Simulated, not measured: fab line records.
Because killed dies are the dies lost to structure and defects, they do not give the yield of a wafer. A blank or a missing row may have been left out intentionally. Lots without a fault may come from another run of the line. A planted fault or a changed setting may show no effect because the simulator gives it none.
Chamber matching ; flow berkeley cmos170 ; rie diel-03 running UCB170_CONTACT_ETCH_17: 4 sister chambers
The step etches BARC in N2/H2. 4 wafers are shown with their chamber, then 7 later ones without.

WAFERS WITH THEIR CHAMBER
wafer;chamber;drypump motor current A (A)
L443.2;3;4.9
L448.1;2;5.3
L449.2;1;5.1
L449.3;0;5.7

WAFERS WITHOUT THEIR CHAMBER
wafer;drypump motor current A (A)
L449.4;5.4
L457.2;5.1
L457.5;4.9
L457.6;5.3
L461.1;5.3
L461.4;4.9
L461.5;4.9

WHICH CHAMBER EACH ONE RAN IN
wafer;from the rows above;in truth
L449.4;2;2
L457.2;1;1
L457.5;3;3
L457.6;2;2
L461.1;2;2
L461.4;3;3
L461.5;3;3
Correctly placed: 7 of 7. Left unplaced by these rows: 0. Wrongly placed: 0.
How it was worked out, from the rows above alone: a wafer's distance from a chamber is the root of the sum, over the readings, of the square of ((its reading less the chamber's mean) divided by the reading's scatter). If the next closest chamber is less than 2 further off than the closest, the wafer can't be placed; otherwise it belongs to the closest. The mean given for a chamber averages the wafers shown for that chamber. The scatter: with one shown wafer a chamber, the root of the mean of the squares of how far each hidden wafer lies from its nearest shown one.
